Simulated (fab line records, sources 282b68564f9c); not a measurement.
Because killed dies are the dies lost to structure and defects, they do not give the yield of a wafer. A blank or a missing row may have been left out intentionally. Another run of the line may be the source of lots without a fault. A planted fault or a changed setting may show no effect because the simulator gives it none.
Comparing a struck lot with a sound one || flow ritCmos || 15 out of 202 route steps
Sound: wafers L346.2, L346.3, L346.6. Struck: wafer L348.4. (L348.1 of the same lot was not struck and is left out.) The cause comes at the end.
Each step with rows lists, per side, the tool, then ch with its chambers, then its first start. Under that, the readings that differ: sound wafers || struck wafers || difference of the means || sigmas: that difference in standard deviations of wafers without a fault.
alike: readings with means less than 2 such deviations apart, plus words and numbers identical on both sides. not compared: withheld readings, readings lacking a value on some wafer, bounds such as >300 that could conceal the same value, and numbers that have no deviation in the record and whose values overlap.
Wherever a step has rows on one side only, a row that says differs or no value, or a row with sigmas, the two part there. Non-overlapping numbers with no deviation appear without sigmas and do not part them. A reading missing from all wafers of one side parts the sides only when that side holds two or more wafers.

first, 2 steps without rows for these wafers: RIT_PLDD_PEB_04; RIT_PLDD_DEVELOP_05 (develop time 50 s).
RIT_PLDD_OVL_MEAS_06:
  struck on overlay-01, day 5 17:38; sound on overlay-02, day 5 11:15
  alike: PLDD_OVL
then, 2 steps without rows for these wafers: RIT_PLDD_HARDBAKE_07 (time 60 s); RIT_PLDD_IMPLANT_08.
RIT_PLDD_STRIP_09: strips in O2, time 180 s.
  sound on plasmaAsher-02 ch 0,1, day 5 11:35; struck on plasmaAsher-01 ch 0, day 5 17:58
  alike: drypumpMotorCurrentA
  not compared: rfHoursCounterH
RIT_PLDD_TW_MEAS_10:
  struck on filmMetro-01, day 5 18:09; sound on filmMetro-04, day 5 11:46
  alike: PLDD_TW
then, 4 steps without rows for these wafers: RIT_SPACER_CLEAN_00 (cleans in SC1, time 600 s); RIT_SPACER_CLEAN_01 (cleans in dHF, time 30 s); RIT_SPACER_CLEAN_02 (cleans in SC2, time 600 s); RIT_SPACER_CVD_03 (deposits Si3N4 from SiH2Cl2/NH3, target thk 250 nm, time 3300 s).
RIT_SPACER_THK_MEAS_04:
  struck on filmMetro-03, day 5 20:31; sound on filmMetro-02, day 5 14:18
  alike: SPACER_NITRIDE_THK
RIT_SPACER_ETCHBACK_05: etches Si3N4 in SF6/CHF3, stops on SiO2, target depth 250 nm, time 240 s.
  sound on rieDiel-01 ch 1,2,3, day 5 14:21; struck on rieDiel-03 ch 1, day 5 20:34
{"reading": "oesProductAu (a.u.)", "sound": "0.855 0.845 0.855", "struck": 1.019, "difference": "+0.167", "sigmas": "+11"}
{"reading": "runLengthS (s)", "sound": "268.2 268.6 268.5", "struck": 172.4, "difference": -96.0, "sigmas": "-99 or more"}
{"reading": "model.etch.depthNm (nm)", "sound": "250.9 252.1 254.1", "struck": 190.6, "difference": -61.8, "sigmas": ""}
{"reading": "model.poly-Si_of_GATE_CVD_08.thkNm (nm)", "sound": "160.4 157.9 156.9", "struck": 180.7, "difference": "+22.3", "sigmas": ""}
{"reading": "model.Si3N4_of_SPACER_CVD_03.thkNm (nm)", "sound": "196.8 194.9 196.8", "struck": 217.4, "difference": "+21.2", "sigmas": ""}
  alike: drypumpMotorCurrentA, throttleValvePct
  not compared: rfHoursCounterH
then, 1 step without rows for these wafers: RIT_NSD_HMDS_00 (prime time 60 s).
RIT_M1_PROBE_99:
  sound wafers here have rows in the record (prober-01, day 6 01:25); struck ones have none

== WHERE THEY PART ==
Last at RIT_M1_PROBE_99 as far as this record goes, first at RIT_SPACER_ETCHBACK_05.

WHY: what had been put in by the simulator
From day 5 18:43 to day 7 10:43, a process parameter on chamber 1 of rieDiel-03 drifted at RIT_SPACER_ETCHBACK_05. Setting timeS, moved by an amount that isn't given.
